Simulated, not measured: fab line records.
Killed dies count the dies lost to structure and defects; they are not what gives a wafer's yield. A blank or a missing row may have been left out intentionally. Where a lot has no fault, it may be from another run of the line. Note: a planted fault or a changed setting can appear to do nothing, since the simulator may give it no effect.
Struck lot and sound lot, side by side ; flow rit_cmos ; 19 out of 202 route steps
Sound: the wafers L640.2, L640.4, L640.6. Wafers struck: L638.2, L638.5, L638.6. The cause comes at the end.
For every step that has rows: the tool of each side, followed by ch and its chambers, followed by its first start. Under that, the readings that differ: sound wafers ; struck wafers ; difference of the means ; sigmas: that difference in standard deviations of wafers without a fault.
alike: words and numbers the same on both sides, and readings whose means are apart by under 2 such deviations; not compared: readings that were withheld, readings missing a value for some wafer, numbers with overlapping values and no deviation given by the record, and bounds like >300 which may hide the same value.
Wherever a step has rows on one side only, a row that says differs or no value, or a row with sigmas, the two part there. Numbers that have no deviation but don't overlap get no sigmas and don't part them. Lack of a reading on every wafer of one side parts them only where that side has two or more wafers.

first, 3 steps without rows for these wafers: RIT_GATE_CLEAN_02 (cleans in dHF, time 30 s); RIT_GATE_CLEAN_03 (cleans in SC2, time 600 s); RIT_GATE_CLEAN_04 (cleans in dHF, time 60 s).
RIT_FOX2_THK_MEAS_91:
  sound: film_metro-03 at day 6 08:17; struck: film_metro-01 at day 5 22:52
  alike: FIELD_OXIDE_LEFT_2_THK
then, 2 steps without rows for these wafers: RIT_GATE_OXIDATION_05 (target thk 3 nm, ox time 270 s); RIT_GATE_ANNEAL_06 (time 600 s).
RIT_GATE_THK_MEAS_07:
  sound: film_metro-03 at day 6 10:14; struck: film_metro-02 at day 6 02:41
  alike: GATE_OXIDE_THK
then, 1 step without rows for these wafers: RIT_GATE_CVD_08 (deposits poly-Si from SiH4, target thk 250 nm, time 2220 s).
RIT_GATE_THK_MEAS_09:
  sound: film_metro-01 at day 6 11:55; struck: film_metro-01 at day 6 04:22
reading;sound;struck;difference;sigmas
GATE_POLY_THK (nm);250.8 252.7 251.6;246.1 246.9 246.3;-5.3;-2
then, 3 steps without rows for these wafers: RIT_GATE_HMDS_10 (prime time 60 s); RIT_GATE_COAT_11 (resist thk 850 nm); RIT_GATE_SOFTBAKE_12 (time 60 s).
RIT_GATE_EXPOSE_13: exposes mask M6, target cd 150 nm.
  sound on iline_stepper-01 ch 0, day 6 12:34; struck on iline_stepper-02 ch 0, day 6 04:56
  alike: mask
then, 2 steps without rows for these wafers: RIT_GATE_PEB_14; RIT_GATE_DEVELOP_15 (develop time 50 s).
RIT_GATE_CD_MEAS_16 targets a cd of 150 nm.
  sound: cd_sem-02 at day 6 12:58; struck: cd_sem-01 at day 6 05:20
reading;sound;struck;difference;sigmas
cd_nm (nm);149.8 149.6 149.7;- - -;no value on the struck wafers;
RIT_GATE_OVL_MEAS_17:
  sound: overlay-01 at day 6 13:04; struck: overlay-01 at day 6 05:27
  not compared: GATE_OVL
then, 1 step without rows for these wafers: RIT_GATE_HARDBAKE_18 (time 60 s).
RIT_M1_PROBE_99:
  rows exist in the record for the struck wafers here (prober-01, day 7 01:47), but not for the sound ones

## WHERE THEY PART
First at RIT_GATE_THK_MEAS_09; last, within this record, at RIT_M1_PROBE_99.

WHY: what the simulator had put in
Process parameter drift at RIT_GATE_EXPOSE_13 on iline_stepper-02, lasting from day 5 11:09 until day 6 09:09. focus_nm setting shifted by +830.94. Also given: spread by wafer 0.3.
